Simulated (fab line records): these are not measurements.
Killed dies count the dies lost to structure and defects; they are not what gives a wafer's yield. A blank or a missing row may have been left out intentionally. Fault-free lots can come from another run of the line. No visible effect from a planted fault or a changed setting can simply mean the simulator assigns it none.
8D (eight disciplines) problem report, filled in by code    flow berkeley_cmos170    the parts of the form that need people (team, actions taken, sign-off) are left out

1. WHAT IS WRONG
M3_AL_RS at UCB170_M3_RS_MEAS_02 reads a mean of 0.0174 ohm/sq on 2 wafers of 1 lot; wafers without a fault read 0.0321 ohm/sq with a standard deviation of 0.00029. That is -51 standard deviations from the usual mean.
The step: measures by four-point-probe.
The first sign was on wafer L843.4 at day 10 15:29, on film_metro-02. The record holds 39 wafers of 13 lots with a number at this step. The rule behind "out" and "out of limits": a value lying over 4 standard deviations away from the usual mean. The other wafers with a number count as sound.

2. WHAT IT IS, AND WHAT IT ISN'T
question                     is                 is not
which readings at this step  M3_AL_RS           -
which lots                   L843               L833, L834, L835, L837, L838, L840, L849, L850, L851, L853, L854, L855
which wafers of those lots   L843.4, L843.6     L843.2
read on which gauges         film_metro-02      film_metro-01, film_metro-04
when                         from day 10 15:29  up to then (19 sound wafers); but 18 sound wafers of L849, L850, L851, L853, L854, L855 came after

3. WHAT RULES OUT EACH SUSPECT
Counting: if a tool at a process step up to the reading ran every lot that is out, it stays a suspect. Sound lots after the first of them don't rule it out here, since some wafers of a struck lot are sound.
- the gauge at UCB170_M3_RS_MEAS_02 has been ruled out. All the wafers that are out were read on film_metro-02, but those of them that UCB170_M3_METAL_ETCH_18 has rows for are out there too, on other tools.
- pvd_sputter-04 at UCB170_M1_SPUTTER_00 (material Al, target thk 600 nm, time 80 s): kept. L843, the lot that is out, went through it at day 10 02:14; up to then, the latest sound lot through it was L838 at day 8 06:26.
- pvd_sputter-01 at UCB170_M3_SPUTTER_01 (material Al, target thk 900 nm, time 120 s): kept. L843, the lot that is out, went through it at day 10 15:23; up to then, the latest sound lot through it was L838 at day 8 20:46.
What counting leaves: pvd_sputter-04 at UCB170_M1_SPUTTER_00 and pvd_sputter-01 at UCB170_M3_SPUTTER_01.

4. THE CAUSE (what the simulator had put in)
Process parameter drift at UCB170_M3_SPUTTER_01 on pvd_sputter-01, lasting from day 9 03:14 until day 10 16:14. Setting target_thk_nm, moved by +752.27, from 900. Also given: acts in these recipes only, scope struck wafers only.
Of the 2 suspects that counting leaves, this tool is one.

5. THE CHAIN OF EFFECTS, in route order
Each row: a reading whose mean over the struck wafers that have a number lies more than 3 standard deviations from the usual. Scope: only readings with a usual standard deviation given in the record; hours: median across lots of the time from each lot's start at the first step in this table that gives one to its start at this step; sigmas: change in usual standard deviations.
hours  step                     reading         usual          on struck wafers  change   sigmas
0      UCB170_M3_RS_MEAS_02     M3_AL_RS        0.0321 ohm/sq  0.0174            -0.0147  -51
2      UCB170_M3_THK_MEAS_03    M3_AL_THK       902 nm         1642              +740     +76
7      UCB170_M3_METAL_ETCH_18  oes_product_au  0.866 a.u.     1.024             +0.158   +13
Process steps it contains:
- UCB170_M3_METAL_ETCH_18: etches Al in Cl2/BCl3, stops on SiO2, target depth 1170 nm, time 195 s.

6. WHAT WOULD HAVE CAUGHT IT SOONER
Counted from the fault's start at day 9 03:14, it took 36 hours until the first out-of-limits reading at a measuring or inspecting step in this record, taken at day 10 15:29.
Tool readings at UCB170_M3_SPUTTER_01 with a usual standard deviation given in the record: none out on any struck wafer, hence no alarm at a limit of 4 standard deviations on them.
Each of the lots that are out, 1 in all, had begun UCB170_M3_SPUTTER_01 on pvd_sputter-01 no later than day 10 15:29. Had the tool been put on hold then, not one of them would have been saved.
